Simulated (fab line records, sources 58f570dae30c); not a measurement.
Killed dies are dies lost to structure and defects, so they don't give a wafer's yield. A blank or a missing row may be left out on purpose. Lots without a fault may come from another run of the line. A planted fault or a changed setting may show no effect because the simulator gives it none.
A struck lot beside a sound one | flow berkeley_cmos170 | 16 steps out of a route of 331
Sound: wafers L532.1, L532.5, L532.6. Struck: wafers L538.1, L538.2, L538.3. The cause comes at the end.
At each step with rows: each side's tool, then ch and its chambers, then its first start. Under that, the readings that differ: sound wafers | struck wafers | difference of the means | sigmas: that difference in standard deviations of wafers without a fault.
alike: readings whose means differ by less than 2 such deviations, and words and numbers that are the same on both sides. not compared: withheld readings, readings that some wafer has no value for, bounds like >300 that may hide the same value, and numbers for which the record gives no deviation and whose values overlap.
The two part at a step that has a row with sigmas, a row that says differs or no value, or rows on one side only. Numbers that don't overlap but have no deviation are shown without sigmas and don't part them. A reading that every wafer of one side lacks parts them only if that side has two wafers or more.

UCB170_M2_SOFTBAKE_11: time 61.37 s.
  sound on litho_track-02 ch 0; struck on litho_track-01 ch 0
  alike: plate_sensor_t_centre_C, plate_sensor_t_edge_C, resist_line_temp_C, softbake_temp_c
then, 3 steps without rows for these wafers: UCB170_M2_EXPOSE_12 (exposes mask METAL2, target cd 700 nm); UCB170_M2_PEB_13; UCB170_M2_DEVELOP_14 (develop time 45 s).
UCB170_M2_CD_MEAS_15: target cd 700 nm.
  sound on cd_sem-02, day 11 06:01; struck on cd_sem-02, day 12 06:16
  alike: cd_nm
UCB170_M2_OVL_MEAS_16:
  sound on overlay-02, day 11 06:08; struck on overlay-01, day 12 06:23
  reading     | sound      | struck | difference | sigmas
  M2_OVL (nm) | -13 -13 -9 | 0 1 1  | +12        | +2
UCB170_M2_ETCH_17: etches BARC in N2/H2.
  sound on rie_diel-04 ch 1,2,3, day 11 06:10; struck on rie_diel-04 ch 0,1,3, day 12 06:25
  alike: drypump_motor_current_A, oes_product_au, throttle_valve_pct
UCB170_M2_METAL_ETCH_18: etches Al in Cl2/BCl3, stops on SiO2, target depth 1170 nm, time 195 s.
  sound on rie_metal-01 ch 1, day 11 06:13; struck on rie_metal-04 ch 0,1, day 12 06:28
  reading                     | sound       | struck      | difference | sigmas
  drypump_motor_current_A (A) | 4.7 4.7 4.7 | 6.4 5.8 6.4 | +1.5       | +2
  alike: oes_product_au, throttle_valve_pct
  not compared: rf_hours_counter_h
UCB170_M2_STRIP_19: strips in O2.
  sound on plasma_asher-04 ch 0,1, day 11 06:35; struck on plasma_asher-04 ch 0,1, day 12 06:39
  alike: drypump_motor_current_A, o2_flow_sccm, oes_product_au
  not compared: rf_hours_counter_h
UCB170_M2_CD_MEAS_90: target cd 700 nm.
  sound on cd_sem-01, day 11 06:41; struck on cd_sem-02, day 12 06:52
  alike: cd_nm
UCB170_V2_CVD_00: deposits SiO2 from TEOS/O2, target thk 2000 nm, time 250 s.
  sound on pecvd-02 ch 0,2, day 11 06:49; struck on pecvd-04 ch 0,1,2, day 12 06:59
  alike: heater_power_w
  not compared: since_wet_clean_h
UCB170_V2_THK_MEAS_01:
  sound on film_metro-02, day 11 06:58; struck on film_metro-04, day 12 07:08
  alike: V2_TEOS_THK
UCB170_V2_CMP_02: polishes SiO2.
  sound on cmp-01 ch 0,3, day 11 07:01; struck on cmp-02 ch 0,1,2, day 12 07:12
  reading                             | sound          | struck         | difference | sigmas
  model.SiO2_of_V2_CVD_00.thk_nm (nm) | 1002 1002 1002 | 1074 1073 1074 | +72        |
  alike: motor_current_A, retaining_ring_pressure_frac
UCB170_V2_BOW_MEAS_03:
  sound on film_metro-03, day 11 07:19; struck on film_metro-02, day 12 07:47
  reading     | sound    | struck | difference                    | sigmas
  V2_BOW (um) | 27 39 37 | - - -  | no value on the struck wafers |
  not compared: hold
UCB170_V2_THK_MEAS_04:
  sound on film_metro-03, day 11 07:26; struck on film_metro-02, day 12 10:06
  reading              | sound                | struck               | difference | sigmas
  V2_POLISHED_THK (nm) | 1002.5 1001.7 1002.2 | 1073.9 1074.0 1074.3 | +71.9      | +51
  not compared: hold
UCB170_M3_PROBE_99:
  the record has rows for the sound wafers here (prober-01, day 11 16:04) and none for the struck ones

WHERE THEY PART
First at UCB170_M2_OVL_MEAS_16; last, within this record, at UCB170_M3_PROBE_99.

WHY: what the simulator had put in
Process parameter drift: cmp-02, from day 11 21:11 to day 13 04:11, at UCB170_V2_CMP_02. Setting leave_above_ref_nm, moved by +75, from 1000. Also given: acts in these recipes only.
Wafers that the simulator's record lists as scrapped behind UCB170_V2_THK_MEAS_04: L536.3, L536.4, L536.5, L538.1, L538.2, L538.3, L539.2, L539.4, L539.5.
